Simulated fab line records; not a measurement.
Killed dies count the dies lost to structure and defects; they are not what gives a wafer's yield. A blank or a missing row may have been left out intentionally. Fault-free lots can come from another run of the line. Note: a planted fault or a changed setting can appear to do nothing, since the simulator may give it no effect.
Which tool is to blame?    flow berkeley cmos170    14 lots with 42 wafers sampled at 3 steps, on a route of 331 steps

== WHAT EACH GAUGE READ, for each wafer ==
UCB170_SDANNEAL_RS_MEAS_05: measures by four-point-probe.
lot   measured      on             NLDD_RS (ohm/sq)
L349  day 6 12:49   film metro-02  617.1 618.7 616.5
L350  day 6 19:07   film metro-04  616.9 617.6 617.3
L351  day 7 09:15   film metro-04  617.5 616.4 618.0
L352  day 7 10:20   film metro-04  619.4 620.0 617.4
L353  day 7 10:43   film metro-03  619.1 618.2 620.0
L354  day 7 21:53   film metro-02  617.3 618.0 615.6
L357  day 8 11:02   film metro-02  615.6 615.5 616.7
L355  day 8 11:03   film metro-03  620.3 620.4 618.8
L358  day 8 13:32   film metro-03  615.5 616.5 617.8
L366  day 10 17:02  film metro-02  616.3 617.9 618.0
L367  day 10 17:12  film metro-04  616.3 614.8 613.4
L368  day 10 17:20  film metro-03  616.8 618.4 618.8
L369  day 11 05:49  film metro-03  619.4 619.1 620.3
L371  day 11 09:52  film metro-03  618.6 619.7 619.0

UCB170_M1_CD_MEAS_09: the cd target is 700 nm.
lot   measured      on         cd nm (nm)
L349  day 6 21:24   cd sem-02  700.0 700.7 701.9
L350  day 7 01:52   cd sem-01  702.7 701.7 703.2
L351  day 7 17:16   cd sem-01  703.2 703.8 704.3
L352  day 7 18:28   cd sem-01  701.0 699.7 698.9
L353  day 7 18:57   cd sem-01  702.1 701.2 701.6
L354  day 8 04:22   cd sem-02  699.9 699.9 699.9
L357  day 8 21:34   cd sem-01  700.9 701.5 701.2
L355  day 8 21:21   cd sem-01  701.3 701.3 702.5
L358  day 8 23:32   cd sem-01  697.7 697.9 697.4
L366  day 11 02:45  cd sem-01  699.6 698.0 699.8
L367  day 11 03:16  cd sem-01  698.4 697.4 698.6
L368  day 11 03:11  cd sem-02  701.3 699.1 701.2
L369  day 11 12:59  cd sem-02  700.0 700.8 699.8
L371  day 11 17:37  cd sem-02  699.6 699.0 699.6

UCB170_M1_CD_MEAS_90: the cd target is 700 nm.
lot   measured      on         cd nm (nm)
L349  day 6 21:50   cd sem-02  699.3 698.3 700.3
L350  day 7 02:18   cd sem-02  702.9 702.3 703.9
L351  day 7 17:49   cd sem-02  705.3 704.8 706.9
L352  day 7 18:54   cd sem-02  696.3 698.7 694.9
L353  day 7 19:23   cd sem-02  702.6 700.1 703.2
L354  day 8 04:56   cd sem-01  700.2 700.7 699.4
L357  day 8 22:00   cd sem-02  700.4 701.1 699.5
L355  day 8 21:47   cd sem-02  703.6 701.8 701.0
L358  day 8 23:58   cd sem-02  696.5 698.0 697.4
L366  day 11 03:11  cd sem-01  699.5 696.5 700.3
L367  day 11 03:41  cd sem-01  697.1 695.0 700.7
L368  day 11 03:37  cd sem-02  702.6 699.5 701.6
L369  day 11 13:25  cd sem-01  699.9 700.2 698.1
L371  day 11 18:02  cd sem-02  697.5 697.1 700.7

== EACH LOT AND THE TOOL THAT RAN IT (in order: tool; ch and the chambers of the sampled wafers; start) ==
Record: no process step prior to these readings.

== AS READ BY THE TOOLS THEMSELVES (means over the sampled wafers that have a number; for cases with no such wafer, the mark the record gives instead) ==
The record holds no such reading with a usual standard deviation.

== THE ANSWER, worked out from the rows above alone ==
Rule: the lots themselves supply what counts as usual. Put in order of their means at a reading, lots are off if they are a third of the lots or fewer, leave a main group of 4 or more, and stand apart from it by a gap of 3 or more times the standard deviation of the main group's means; of several such gaps the widest counts. Not used: any main group whose means are identical at the precision the tables above print for the reading. Also off: a lot with no number at a reading for which 4 or more lots have one. All remaining lots with rows at the step are treated as sound. Order of review: gauges by route order, followed by the tools' own readings, for which a lot's mean as printed above is used. At the first step where some lot is off, the reading lying furthest off is the one used; lots without a number count as furthest.
Across all readings shown, no lot is off: no conclusion can be drawn from this.

== WHAT WAS PUT IN BY THE SIMULATOR ==
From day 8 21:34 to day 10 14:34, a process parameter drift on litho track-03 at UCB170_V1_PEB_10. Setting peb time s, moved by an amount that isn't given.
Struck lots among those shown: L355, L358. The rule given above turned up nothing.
